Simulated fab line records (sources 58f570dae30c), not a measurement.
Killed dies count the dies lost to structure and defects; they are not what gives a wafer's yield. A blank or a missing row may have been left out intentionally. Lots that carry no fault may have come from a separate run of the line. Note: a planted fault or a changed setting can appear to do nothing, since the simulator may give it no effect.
Problem report, 8D (eight disciplines) form, completed by code ; flow berkeleyCmos170 ; the parts of the form that need people (team, actions taken, sign-off) are left out

1. THE ISSUE
At UCB170_V2_ETCH_14, rfFwdPowerW averages 613.6 W over 6 wafers from 2 lots, while fault-free wafers read 698.3 W, standard deviation 2. Measured from the usual mean, that is -42 standard deviations.
The step: etches SiO2 in CHF3/CF4/Ar, stops on Al, target depth 1250 nm, time 291 s.
Seen first at day 11 04:00 on rieDiel-03, wafer L831.1. At this step, 42 wafers from 14 lots have a number in the record. By rule, "out" or "out of limits" means more than 4 standard deviations away from the usual mean. The rest of the wafers with a number are treated as sound.

2. WHAT THIS IS AND IS NOT
question;is;is not
which readings at this step;rfFwdPowerW;CHF3_flow_sccm, drypumpMotorCurrentA, oesProductAu, throttleValvePct
which lots;L831, L836;L822, L823, L824, L825, L826, L827, L829, L837, L838, L843, L844, L845
which wafers of those lots;all that have a number;-
read on which tools;rieDiel-03;rieDiel-02, rieDiel-04
when;from day 11 04:00;"up to then (21 sound wafers); but 15 sound wafers of L837, L838, L843, L844, L845 came after"

3. WHAT RULES OUT EACH SUSPECT
Counting: a tool stays on the suspect list if, at a process step up to the reading, it processed all lots that are out and no sound lot following the first of them.
- rieDiel-03 at UCB170_V2_ETCH_14 (etches SiO2 in CHF3/CF4/Ar, stops on Al, target depth 1250 nm, time 291 s): ruled out as a lasting fault. Following L831 (day 11 04:00), the first lot on it that is out, the sound lots L845 were run on it.
Left after counting: nothing in the record.

4. THE CAUSE (what the simulator had put in)
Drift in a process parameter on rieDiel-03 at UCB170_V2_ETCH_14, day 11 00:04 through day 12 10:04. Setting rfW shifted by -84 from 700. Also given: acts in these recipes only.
Counting ruled it out, wrongly.

5. SEQUENCE OF EFFECTS, ordered by route
Each row: a reading whose mean over the struck wafers that have a number lies more than 3 standard deviations from the usual. Only readings whose record carries a usual standard deviation are examined. hours: median over the lots of the time between each lot's start at the first step of this table that gives one and its start at this step. sigmas: the change, counted in usual standard deviations.
hours;step;reading;usual;on struck wafers;change;sigmas
0;UCB170_V2_ETCH_14;rfFwdPowerW;698.3 W;613.6;-84.7;-42
0;UCB170_V2_STRIP_15;stripTimeToEndpointS;15.38 s;15.75;+0.37;+3.4
The process steps in it:
- UCB170_V2_ETCH_14: etches SiO2 in CHF3/CF4/Ar, stops on Al, target depth 1250 nm, time 291 s.
- UCB170_V2_STRIP_15: strips in O2.

6. HOW IT WOULD HAVE BEEN CAUGHT EARLIER
The fault began at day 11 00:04; the first out-of-limits reading in this record came at day 11 04:00, 4 hours later.
